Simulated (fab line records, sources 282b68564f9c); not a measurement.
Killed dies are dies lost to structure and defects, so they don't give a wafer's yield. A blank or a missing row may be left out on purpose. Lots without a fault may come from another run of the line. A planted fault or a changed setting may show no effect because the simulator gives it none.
Split-lot experiment | flow rit_cmos | 5 lots, 21 wafers read, on a route of 202 steps

THE SPLIT
At RIT_GATE_EXPOSE_13 (exposes mask M6, target cd 150 nm), the setting dose_mj was moved away from the recipe's 380 on 10 of the 21 wafers read, by -6.1% to +6.5%. The other wafers ran this setting at the recipe's value.

FROM THE SPLIT TO THE READING: what the file shows between them, 11 steps
- RIT_NLDD_COAT_01: resist thk 1000 nm (also split here: spin_rpm)
- RIT_NLDD_SOFTBAKE_02: time 60 s
- RIT_NLDD_EXPOSE_03: exposes mask M7, target cd 40700 nm
- RIT_NLDD_DEVELOP_05: develop time 50 s
- RIT_NLDD_HARDBAKE_07: time 60 s
- RIT_PLDD_SOFTBAKE_02: time 60 s (also split here: temp_c)
- RIT_PLDD_EXPOSE_03: exposes mask M8, target cd 40900 nm
- RIT_PLDD_PEB_04
- RIT_PLDD_DEVELOP_05: develop time 50 s
- RIT_PLDD_IMPLANT_08 (also split here: energy_kev)
- RIT_SPACER_CVD_03: deposits Si3N4 from SiH2Cl2/NH3, target thk 250 nm, time 3300 s (also split here: sih2cl2_flow_sccm)

THE READING
etest.nmos_0p15.r_on_ohm_um (the simulator's own value, which no gauge read), at RIT_M1_PROBE_99. The file gives no usual value for it. The 11 wafers here that ran the recipe average 1149.6, standard deviation 47.

wafer  | tool, chamber at the split | dose_mj as run | against the recipe | etest.nmos_0p15.r_on_ohm_um | against lot-mates on the recipe
L076.1 | iline_stepper-02, 0        | 404.7          | +6.5%              | 893.7                       | -239.8
L076.3 | iline_stepper-02, 0        | 404.7          | +6.5%              | 1029                        | -104.5
L076.4 | iline_stepper-02, 0        | 380            | recipe             | 1134                        | -
L076.5 | iline_stepper-02, 0        | 380            | recipe             | 1133                        | -
L076.6 | iline_stepper-02, 0        | 404.7          | +6.5%              | 1022                        | -111.5
L078.1 | iline_stepper-02, 0        | 380            | recipe             | 1156                        | -
L078.2 | iline_stepper-02, 0        | 366.2          | -3.6%              | 1290                        | +136.0
L078.3 | iline_stepper-02, 0        | 366.2          | -3.6%              | 1356                        | +202.0
L078.5 | iline_stepper-02, 0        | 366.2          | -3.6%              | 1335                        | +181.0
L078.6 | iline_stepper-02, 0        | 380            | recipe             | 1152                        | -
L079.1 | iline_stepper-02, 0        | 356.8          | -6.1%              | 1426                        | +270.0
L079.2 | iline_stepper-02, 0        | 380            | recipe             | 1187                        | -
L079.3 | iline_stepper-02, 0        | 356.8          | -6.1%              | 1393                        | +237.0
L079.4 | iline_stepper-02, 0        | 356.8          | -6.1%              | 1370                        | +214.0
L079.5 | iline_stepper-02, 0        | 380            | recipe             | 1125                        | -
L082.3 | iline_stepper-01, 0        | 380            | recipe             | 1200                        | -
L082.5 | iline_stepper-01, 0        | 380            | recipe             | 1177                        | -
L082.6 | iline_stepper-01, 0        | 380            | recipe             | 1232                        | -
L084.3 | iline_stepper-02, 0        | 380            | recipe             | 1060                        | -
L084.4 | iline_stepper-02, 0        | 367.8          | -3.2%              | 1223                        | +148.0
L084.5 | iline_stepper-02, 0        | 380            | recipe             | 1090                        | -

THE FIT
A straight line over all 21 wafers: etest.nmos_0p15.r_on_ohm_um changes by -33.7 for each +1% of dose_mj; r = -0.92; the points scatter about the line by 54.
The same after taking each lot's own level away (the mean of its wafers on the recipe; 21 wafers): -32.6 for each +1%; r = -0.95; scatter 42.
On that fit, the largest move of dose_mj shifts the reading by 2.1e+02.
The lots' own levels span 1075.00 to 1203.00, that is 2.7 times the standard deviation above.
So the lot-to-lot level changes the slope little: the two slopes agree.
Check: with one of the wafers moved furthest among these (+6.5%) left out of the fit, the line predicts -172 for it against its lot-mates. It came out at -240 against them.

OTHER SPLITS ON THESE WAFERS
These wafers also went through other splits before the reading. Each is held against what the fit with the lots' levels taken away leaves over:
other split on the same wafers      | wafers away from the commonest value | r with etest.nmos_0p15.r_on_ohm_um (lot level and that fit taken away)
RIT_ACTIVE_CVD_03 temp_c            | 8                                    | +0.07
RIT_ACTIVE_DEVELOP_10 dev_temp_c    | 10                                   | +0.13
RIT_FOX2_OXIDATION_00 ox_time_s     | 16                                   | -0.05
RIT_PWELL_IMPLANT_08 energy_kev     | 10                                   | -0.28
RIT_NRETRO_COAT_01 resist_thk_nm    | 6                                    | +0.04
RIT_PRETRO_COAT_01 spin_rpm         | 7                                    | +0.12
RIT_PRETRO_IMPLANT_08 energy_kev    | 6                                    | -0.03
RIT_GATE_CLEAN_04 time_s            | 13                                   | -0.13
RIT_NLDD_COAT_01 spin_rpm           | 5                                    | -0.22
RIT_PLDD_SOFTBAKE_02 temp_c         | 10                                   | -0.15
RIT_PLDD_IMPLANT_08 energy_kev      | 7                                    | +0.02
RIT_SPACER_CVD_03 sih2cl2_flow_sccm | 15                                   | -0.22

THE WHOLE CHAIN: every reading that the file lists as answering this split, in the file's order
step            | what it does | reading                                                                        | change (the file's fit)           | r (the file's)
RIT_M1_PROBE_99 |              | etest.pmos_turned.r_on_ohm_um (the simulator's own value, which no gauge read) | -99.2 for each +1% of the setting | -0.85
RIT_M1_PROBE_99 |              | etest.pmos_0p15.r_on_ohm_um (the simulator's own value, which no gauge read)   | -105 for each +1% of the setting  | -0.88
RIT_M1_PROBE_99 |              | etest.nmos_0p15.r_on_ohm_um (the simulator's own value, which no gauge read)   | -34 for each +1% of the setting   | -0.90

THE FILE'S OWN FIT
etest.nmos_0p15.r_on_ohm_um changes by -34 for each +1% of dose_mj, r = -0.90.
